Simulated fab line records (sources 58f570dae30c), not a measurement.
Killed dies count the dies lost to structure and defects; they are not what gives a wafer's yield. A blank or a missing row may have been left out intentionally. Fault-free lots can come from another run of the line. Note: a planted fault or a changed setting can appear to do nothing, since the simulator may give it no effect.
fab line records / flow berkeleyCmos170 / part 2 of 2: steps 30 to 40 of 40
record lots=5 wafers=15 lastDay=12
route steps=331 shown NVT@112 PVT@115 GATE@125 FIELD@126 PLDD@145
lots with no fault: from the same line, run without faults
startH: start of the lot's first displayed wafer, in hours after the record's first day / waitH: hours elapsed since this lot's preceding step / " the same as in the row above / L1.1+2: one row covering several wafers at once / - no value, or no start was given / * or withheld: withheld / < > ~ a bound
route shown NAME@n: a module of which the file shows steps, and the number in the route of the first / usual: the fault-free wafers' mean and standard deviation / same: alike in all rows / chamber/n: place in a boat / sites: per-site readings / _std_site: the standard deviation of these / _edge_site: mean of outer sites minus mean of inner sites / radiusMm: how far each site lies from the wafer's centre / mask NAME#n: copy n / behind: the most recent tool/chamber to have shaped the wafer / hold: why the lot went on hold/how many hours it stayed there/how the hold came to an end / device: names the non-switching transistor (n, p or np) / end of line: at the end of the route, the tests of the same wafers / a step given without rows: its recipe and nothing more / killed: dies that structure and defects cost at the first sort, which is not the same as the wafer's yield / map: dies across one wafer; x = killed, . = not, _ = none there
set.NAME: the setting that was run; set.NAME@STEP: the one run at that earlier step / model.NAME: the simulator's own value behind a step, which no gauge read
lots at selected steps of the route; one table per step, one row per wafer
services: when a tool's chamber went out of use (startH, in hours from the record's first day, below 0 if earlier), for how many hours, and the reason
## steps
# step UCB170_GATE_ETCH_15
# recipe chemistry=HBr/Cl2 target=poly-Si stopOn=SiO2 overEtchFrac=0.3 icpW=300 biasW=150 timeS=56.3 pressureMtorr=15 HBr_flow_sccm=150 Cl2_flow_sccm=50 targetDepthA=2782
# usual biasW=150.0/0.43 drypumpMotorCurrentA=5.8/0.42 oesProductAu=0.826/0.016 throttleValvePct=26.45/0.21
# same overEtchFrac=0.3
lot.wafer=L084.1 tool=rieSi-01 chamber=3 startH=167.23 waitH=- biasW=149.3 drypumpMotorCurrentA=5.5 oesProductAu=0.815 rfHoursCounterH=2 throttleValvePct=26.67
lot.wafer=L084.2 tool=rieSi-01 chamber=2 startH=167.23 waitH=- biasW=150.4 drypumpMotorCurrentA=6.5 oesProductAu=0.810 rfHoursCounterH=9 throttleValvePct=26.41
lot.wafer=L084.3 tool=rieSi-01 chamber=0 startH=167.23 waitH=- biasW=149.8 drypumpMotorCurrentA=5.3 oesProductAu=0.828 rfHoursCounterH=0 throttleValvePct=26.50
lot.wafer=L093.1 tool=rieSi-02 chamber=3 startH=213.20 waitH=- biasW=150.5 drypumpMotorCurrentA=5.9 oesProductAu=0.856 rfHoursCounterH=38 throttleValvePct=26.64
lot.wafer=L093.2 tool=rieSi-02 chamber=0 startH=213.20 waitH=- biasW=149.6 drypumpMotorCurrentA=5.2 oesProductAu=0.800 rfHoursCounterH=28 throttleValvePct=25.97
lot.wafer=L093.6 tool=rieSi-02 chamber=3 startH=213.20 waitH=- biasW=150.4 drypumpMotorCurrentA=5.9 oesProductAu=0.851 rfHoursCounterH=- throttleValvePct=26.65
lot.wafer=L094.1 tool=rieSi-01 chamber=1 startH=222.40 waitH=- biasW=150.3 drypumpMotorCurrentA=6.1 oesProductAu=0.842 rfHoursCounterH=1 throttleValvePct=26.62
lot.wafer=L094.4 tool=rieSi-01 chamber=3 startH=222.40 waitH=- biasW=149.7 drypumpMotorCurrentA=5.5 oesProductAu=0.826 rfHoursCounterH=2 throttleValvePct=26.66
lot.wafer=L094.5 tool=rieSi-01 chamber=0 startH=222.40 waitH=- biasW=149.1 drypumpMotorCurrentA=5.3 oesProductAu=0.834 rfHoursCounterH=- throttleValvePct=26.51
lot.wafer=L096.2 tool=rieSi-01 chamber=0 startH=232.10 waitH=- biasW=150.4 drypumpMotorCurrentA=5.3 oesProductAu=0.842 rfHoursCounterH=0 throttleValvePct=26.50
lot.wafer=L096.5 tool=rieSi-01 chamber=1 startH=232.10 waitH=- biasW=150.4 drypumpMotorCurrentA=6.1 oesProductAu=0.848 rfHoursCounterH=- throttleValvePct=26.61
lot.wafer=L096.6 tool=rieSi-01 chamber=2 startH=232.10 waitH=- biasW=149.9 drypumpMotorCurrentA=6.6 oesProductAu=0.815 rfHoursCounterH=- throttleValvePct=26.42
lot.wafer=L097.3 tool=rieSi-01 chamber=3 startH=249.43 waitH=- biasW=149.9 drypumpMotorCurrentA=5.5 oesProductAu=0.829 rfHoursCounterH=2 throttleValvePct=26.67
lot.wafer=L097.5 tool=rieSi-01 chamber=3 startH=249.43 waitH=- biasW=149.1 drypumpMotorCurrentA=5.5 oesProductAu=0.827 rfHoursCounterH=- throttleValvePct=26.68
lot.wafer=L097.6 tool=rieSi-01 chamber=2 startH=249.43 waitH=- biasW=150.2 drypumpMotorCurrentA=6.5 oesProductAu=0.802 rfHoursCounterH=- throttleValvePct=26.41
# step UCB170_GATE_STRIP_16
# recipe chemistry=O2 powerW=400 pressureMtorr=3500 platenTempC=withheld o2FlowSccm=400 overashFraction=0.5
# usual drypumpMotorCurrentA=5.7/0.41 oesProductAu=0.724/0.0044
lot.wafer=L084.1 tool=plasmaAsher-02 chamber=1 startH=167.27 waitH=0.0 drypumpMotorCurrentA=5.8 oesProductAu=0.719 rfHoursCounterH=46
lot.wafer=L084.2 tool=plasmaAsher-02 chamber=0 startH=167.27 waitH=0.0 drypumpMotorCurrentA=6.3 oesProductAu=0.729 rfHoursCounterH=46
lot.wafer=L084.3 tool=plasmaAsher-02 chamber=1 startH=167.27 waitH=0.0 drypumpMotorCurrentA=5.8 oesProductAu=0.723 rfHoursCounterH=-
lot.wafer=L093.1 tool=plasmaAsher-03 chamber=1 startH=213.25 waitH=0.0 drypumpMotorCurrentA=5.6 oesProductAu=0.717 rfHoursCounterH=10
lot.wafer=L093.2 tool=plasmaAsher-03 chamber=0 startH=213.25 waitH=0.0 drypumpMotorCurrentA=5.6 oesProductAu=0.723 rfHoursCounterH=10
lot.wafer=L093.6 tool=plasmaAsher-03 chamber=0 startH=213.25 waitH=0.0 drypumpMotorCurrentA=5.6 oesProductAu=0.723 rfHoursCounterH=-
lot.wafer=L094.1 tool=plasmaAsher-02 chamber=0 startH=222.44 waitH=0.0 drypumpMotorCurrentA=6.3 oesProductAu=0.722 rfHoursCounterH=52
lot.wafer=L094.4 tool=plasmaAsher-02 chamber=0 startH=222.44 waitH=0.0 drypumpMotorCurrentA=6.3 oesProductAu=0.731 rfHoursCounterH=-
lot.wafer=L094.5 tool=plasmaAsher-02 chamber=0 startH=222.44 waitH=0.0 drypumpMotorCurrentA=6.3 oesProductAu=0.735 rfHoursCounterH=-
lot.wafer=L096.2 tool=plasmaAsher-04 chamber=0 startH=232.15 waitH=0.0 drypumpMotorCurrentA=4.9 oesProductAu=0.716 rfHoursCounterH=50
lot.wafer=L096.5 tool=plasmaAsher-04 chamber=1 startH=232.15 waitH=0.0 drypumpMotorCurrentA=5.4 oesProductAu=0.717 rfHoursCounterH=-
lot.wafer=L096.6 tool=plasmaAsher-04 chamber=0 startH=232.15 waitH=0.0 drypumpMotorCurrentA=4.9 oesProductAu=0.723 rfHoursCounterH=-
lot.wafer=L097.3 tool=plasmaAsher-03 chamber=0 startH=249.51 waitH=0.1 drypumpMotorCurrentA=5.6 oesProductAu=0.722 rfHoursCounterH=-
lot.wafer=L097.5 tool=plasmaAsher-03 chamber=0 startH=249.51 waitH=0.1 drypumpMotorCurrentA=5.6 oesProductAu=0.730 rfHoursCounterH=-
lot.wafer=L097.6 tool=plasmaAsher-03 chamber=1 startH=249.51 waitH=0.1 drypumpMotorCurrentA=5.6 oesProductAu=0.722 rfHoursCounterH=-
# step UCB170_GATE_CD_MEAS_90
# recipe targetCdNm=350
# usual cdNm=349.4/1.6
lot.wafer=L084.1 tool=cdSem-02 chamber=- startH=167.37 waitH=0.1 cdNm=350.2
lot.wafer=L084.2 tool=cdSem-02 chamber=- startH=167.37 waitH=0.1 cdNm=350.7
lot.wafer=L084.3 tool=cdSem-02 chamber=- startH=167.37 waitH=0.1 cdNm=350.8
lot.wafer=L093.1 tool=cdSem-01 chamber=- startH=213.35 waitH=0.1 cdNm=349.2
lot.wafer=L093.2 tool=cdSem-01 chamber=- startH=213.35 waitH=0.1 cdNm=349.0
lot.wafer=L093.6 tool=cdSem-01 chamber=- startH=213.35 waitH=0.1 cdNm=347.8
lot.wafer=L094.1 tool=cdSem-02 chamber=- startH=222.65 waitH=0.2 cdNm=350.3
lot.wafer=L094.4 tool=cdSem-02 chamber=- startH=222.65 waitH=0.2 cdNm=349.1
lot.wafer=L094.5 tool=cdSem-02 chamber=- startH=222.65 waitH=0.2 cdNm=350.1
lot.wafer=L096.2 tool=cdSem-01 chamber=- startH=232.27 waitH=0.1 cdNm=351.2
lot.wafer=L096.5 tool=cdSem-01 chamber=- startH=232.27 waitH=0.1 cdNm=352.4
lot.wafer=L096.6 tool=cdSem-01 chamber=- startH=232.27 waitH=0.1 cdNm=351.9
lot.wafer=L097.3 tool=cdSem-01 chamber=- startH=249.62 waitH=0.1 cdNm=351.6
lot.wafer=L097.5 tool=cdSem-01 chamber=- startH=249.62 waitH=0.1 cdNm=350.6
lot.wafer=L097.6 tool=cdSem-01 chamber=- startH=249.62 waitH=0.1 cdNm=350.7
# step UCB170_GATE_CLEAN_17
# recipe chemistry=SPM tempC=120 timeS=600
# usual bathHeatDutyPct=13.7/1.3
lot.wafer=L084.1 tool=wetBench-03 chamber=3 startH=167.49 waitH=0.1 bathHeatDutyPct=12.9
lot.wafer=L084.2 tool=wetBench-03 chamber=3 startH=167.49 waitH=0.1 bathHeatDutyPct=12.6
lot.wafer=L084.3 tool=wetBench-03 chamber=3 startH=167.49 waitH=0.1 bathHeatDutyPct=13.2
lot.wafer=L093.1 tool=wetBench-02 chamber=3 startH=213.49 waitH=0.1 bathHeatDutyPct=14.9
lot.wafer=L093.2 tool=wetBench-02 chamber=3 startH=213.49 waitH=0.1 bathHeatDutyPct=14.9
lot.wafer=L093.6 tool=wetBench-02 chamber=3 startH=213.49 waitH=0.1 bathHeatDutyPct=15.0
lot.wafer=L094.1 tool=wetBench-02 chamber=1 startH=222.82 waitH=0.1 bathHeatDutyPct=14.7
lot.wafer=L094.4 tool=wetBench-02 chamber=1 startH=222.82 waitH=0.1 bathHeatDutyPct=15.3
lot.wafer=L094.5 tool=wetBench-02 chamber=1 startH=222.82 waitH=0.1 bathHeatDutyPct=14.4
lot.wafer=L096.2 tool=wetBench-02 chamber=2 startH=232.37 waitH=0.1 bathHeatDutyPct=13.4
lot.wafer=L096.5 tool=wetBench-02 chamber=2 startH=232.37 waitH=0.1 bathHeatDutyPct=14.1
lot.wafer=L096.6 tool=wetBench-02 chamber=2 startH=232.37 waitH=0.1 bathHeatDutyPct=14.0
lot.wafer=L097.3 tool=wetBench-03 chamber=1 startH=250.13 waitH=0.5 bathHeatDutyPct=14.0
lot.wafer=L097.5 tool=wetBench-03 chamber=1 startH=250.13 waitH=0.5 bathHeatDutyPct=16.0
lot.wafer=L097.6 tool=wetBench-03 chamber=1 startH=250.13 waitH=0.5 bathHeatDutyPct=14.1
# step UCB170_PLDD_HMDS_00
# recipe primeTimeS=60 primeTempC=100
# same primeTimeS=60
lot.wafer=L084.1+2+3 tool=lithoTrack-02 chamber=0 startH=167.67 waitH=0.0
lot.wafer=L093.1+2+6 tool=lithoTrack-01 chamber=0 startH=213.89 waitH=0.0
lot.wafer=L094.1+4+5 tool=lithoTrack-04 chamber=0 startH=222.99 waitH=0.0
lot.wafer=L096.2+5+6 tool=lithoTrack-01 chamber=0 startH=232.57 waitH=0.0
lot.wafer=L097.3+5+6 tool=lithoTrack-01 chamber=0 startH=250.70 waitH=0.4
# step UCB170_PLDD_COAT_01
# recipe resist=KrF spinRpm=1500 resistThkNm=900
# usual spinSpeedRpm=1500.1/0.94
lot.wafer=L084.1 tool=lithoTrack-02 chamber=0 startH=167.82 waitH=0.1 spinSpeedRpm=1499.0
lot.wafer=L084.2 tool=lithoTrack-02 chamber=0 startH=167.82 waitH=0.1 spinSpeedRpm=1497.6
lot.wafer=L084.3 tool=lithoTrack-02 chamber=0 startH=167.82 waitH=0.1 spinSpeedRpm=1500.9
lot.wafer=L093.1 tool=lithoTrack-01 chamber=0 startH=214.04 waitH=0.1 spinSpeedRpm=1498.9
lot.wafer=L093.2 tool=lithoTrack-01 chamber=0 startH=214.04 waitH=0.1 spinSpeedRpm=1499.3
lot.wafer=L093.6 tool=lithoTrack-01 chamber=0 startH=214.04 waitH=0.1 spinSpeedRpm=1501.0
lot.wafer=L094.1 tool=lithoTrack-04 chamber=0 startH=223.14 waitH=0.1 spinSpeedRpm=1500.5
lot.wafer=L094.4 tool=lithoTrack-04 chamber=0 startH=223.14 waitH=0.1 spinSpeedRpm=1499.9
lot.wafer=L094.5 tool=lithoTrack-04 chamber=0 startH=223.14 waitH=0.1 spinSpeedRpm=1499.3
lot.wafer=L096.2 tool=lithoTrack-01 chamber=0 startH=232.72 waitH=0.1 spinSpeedRpm=1500.1
lot.wafer=L096.5 tool=lithoTrack-01 chamber=0 startH=232.72 waitH=0.1 spinSpeedRpm=1499.0
lot.wafer=L096.6 tool=lithoTrack-01 chamber=0 startH=232.72 waitH=0.1 spinSpeedRpm=1498.8
lot.wafer=L097.3 tool=lithoTrack-01 chamber=0 startH=250.85 waitH=0.1 spinSpeedRpm=1498.2
lot.wafer=L097.5 tool=lithoTrack-01 chamber=0 startH=250.85 waitH=0.1 spinSpeedRpm=1498.9
lot.wafer=L097.6 tool=lithoTrack-01 chamber=0 startH=250.85 waitH=0.1 spinSpeedRpm=1500.6
# step UCB170_PLDD_SOFTBAKE_02
# recipe resist=KrF tempC=130 timeS=60
lot.wafer=L084.1+2+3 tool=lithoTrack-02 chamber=0 startH=167.97 waitH=0.1
lot.wafer=L093.1+2+6 tool=lithoTrack-01 chamber=0 startH=214.19 waitH=0.1
lot.wafer=L094.1+4+5 tool=lithoTrack-04 chamber=0 startH=223.29 waitH=0.1
lot.wafer=L096.2+5+6 tool=lithoTrack-01 chamber=0 startH=232.87 waitH=0.1
lot.wafer=L097.3+5+6 tool=lithoTrack-01 chamber=0 startH=251.00 waitH=0.1
# step UCB170_PLDD_EXPOSE_03
# recipe maskId=PSELECT na=0.5 sigmaOuter=0.6 sourceShape=conventional targetCdNm=1200 doseMj=30
# same na=0.5
lot.wafer=L084.1+2+3 tool=krfScanner-01 chamber=0 startH=168.24 waitH=0.2 mask=PSELECT#0
lot.wafer=L093.1+2+6 tool=krfScanner-02 chamber=0 startH=214.70 waitH=0.5 mask=PSELECT#0
lot.wafer=L094.1+4+5 tool=krfScanner-01 chamber=0 startH=223.57 waitH=0.2 mask=PSELECT#0
lot.wafer=L096.2+5+6 tool=krfScanner-01 chamber=0 startH=233.15 waitH=0.2 mask=PSELECT#0
lot.wafer=L097.3+5+6 tool=krfScanner-01 chamber=0 startH=251.14 waitH=0.1 mask=PSELECT#0
# step UCB170_PLDD_PEB_04
# recipe pebTempC=130 pebTimeS=withheld resist=KrF
lot.wafer=L084.1+2+3 tool=lithoTrack-02 chamber=0 startH=168.36 waitH=0.1
lot.wafer=L093.1+2+6 tool=lithoTrack-01 chamber=0 startH=214.85 waitH=0.1
lot.wafer=L094.1+4+5 tool=lithoTrack-02 chamber=0 startH=223.79 waitH=0.2
lot.wafer=L096.2+5+6 tool=lithoTrack-01 chamber=0 startH=233.30 waitH=0.1
lot.wafer=L097.3+5+6 tool=lithoTrack-01 chamber=0 startH=251.43 waitH=0.3
# step UCB170_PLDD_DEVELOP_05
# recipe developer=TMAH developTimeS=45 resist=KrF devTempC=21
lot.wafer=L084.1+2+3 tool=lithoTrack-02 chamber=0 startH=- waitH=-
lot.wafer=L093.1+2+6 tool=lithoTrack-01 chamber=0 startH=- waitH=-
lot.wafer=L094.1+4+5 tool=lithoTrack-02 chamber=0 startH=- waitH=-
lot.wafer=L096.2+5+6 tool=lithoTrack-01 chamber=0 startH=- waitH=-
lot.wafer=L097.3+5+6 tool=lithoTrack-01 chamber=0 startH=- waitH=-
# step UCB170_PLDD_CD_MEAS_06
# recipe targetCdNm=1200
# usual cdNm=1200.4/1.6
lot.wafer=L084.1 tool=cdSem-01 chamber=- startH=168.63 waitH=- cdNm=1201.8
lot.wafer=L084.2 tool=cdSem-01 chamber=- startH=168.63 waitH=- cdNm=1203.4
lot.wafer=L084.3 tool=cdSem-01 chamber=- startH=168.63 waitH=- cdNm=1201.4
lot.wafer=L093.1 tool=cdSem-02 chamber=- startH=215.12 waitH=- cdNm=1199.9
lot.wafer=L093.2 tool=cdSem-02 chamber=- startH=215.12 waitH=- cdNm=1201.1
lot.wafer=L093.6 tool=cdSem-02 chamber=- startH=215.12 waitH=- cdNm=1199.7
lot.wafer=L094.1 tool=cdSem-01 chamber=- startH=224.07 waitH=- cdNm=1198.9
lot.wafer=L094.4 tool=cdSem-01 chamber=- startH=224.07 waitH=- cdNm=1198.3
lot.wafer=L094.5 tool=cdSem-01 chamber=- startH=224.07 waitH=- cdNm=1198.6
lot.wafer=L096.2 tool=cdSem-02 chamber=- startH=233.57 waitH=- cdNm=1197.9
lot.wafer=L096.5 tool=cdSem-02 chamber=- startH=233.57 waitH=- cdNm=1197.5
lot.wafer=L096.6 tool=cdSem-02 chamber=- startH=233.57 waitH=- cdNm=1199.1
lot.wafer=L097.3 tool=cdSem-02 chamber=- startH=251.69 waitH=- cdNm=1198.9
lot.wafer=L097.5 tool=cdSem-02 chamber=- startH=251.69 waitH=- cdNm=1197.7
lot.wafer=L097.6 tool=cdSem-02 chamber=- startH=251.69 waitH=- cdNm=1198.6
## services
tool=krfScanner-01 chamber=- startH=128.20 hours=0.4 kind=repair
tool=plasmaAsher-01 chamber=- startH=129.76 hours=0.6 kind=repair
tool=furnace-03 chamber=- startH=133.24 hours=3.3 kind=pm
tool=krfScanner-01 chamber=- startH=139.13 hours=1.3 kind=pm
tool=implanter-03 chamber=- startH=144.40 hours=7.0 kind=pm
tool=furnace-02 chamber=- startH=148.04 hours=3.1 kind=pm
tool=furnace-02 chamber=- startH=151.15 hours=1.9 kind=pm
tool=implanter-03 chamber=- startH=152.40 hours=1.2 kind=repair
tool=lpcvd-01 chamber=- startH=154.15 hours=0.6 kind=repair
tool=wetBench-02 chamber=- startH=154.30 hours=1.9 kind=pm
tool=krfScanner-02 chamber=- startH=155.64 hours=4.4 kind=pm
tool=rieSi-01 chamber=2 startH=156.07 hours=4.5 kind=repair
tool=implanter-03 chamber=- startH=157.03 hours=6.0 kind=repair
tool=implanter-03 chamber=- startH=157.14 hours=1.2 kind=repair
tool=rieDiel-03 chamber=3 startH=161.35 hours=12.1 kind=repair
tool=implanter-03 chamber=- startH=163.04 hours=10.1 kind=pm
tool=plasmaAsher-04 chamber=- startH=187.11 hours=9.0 kind=repair
tool=krfScanner-01 chamber=- startH=189.05 hours=1.0 kind=pm
tool=plasmaAsher-01 chamber=- startH=191.03 hours=0.8 kind=repair
tool=furnace-01 chamber=- startH=199.15 hours=2.9 kind=pm
tool=plasmaAsher-01 chamber=- startH=201.94 hours=7.3 kind=repair
tool=krfScanner-02 chamber=- startH=203.03 hours=1.3 kind=pm
tool=krfScanner-01 chamber=- startH=210.41 hours=1.0 kind=repair
tool=wetBench-02 chamber=- startH=249.98 hours=0.9 kind=repair
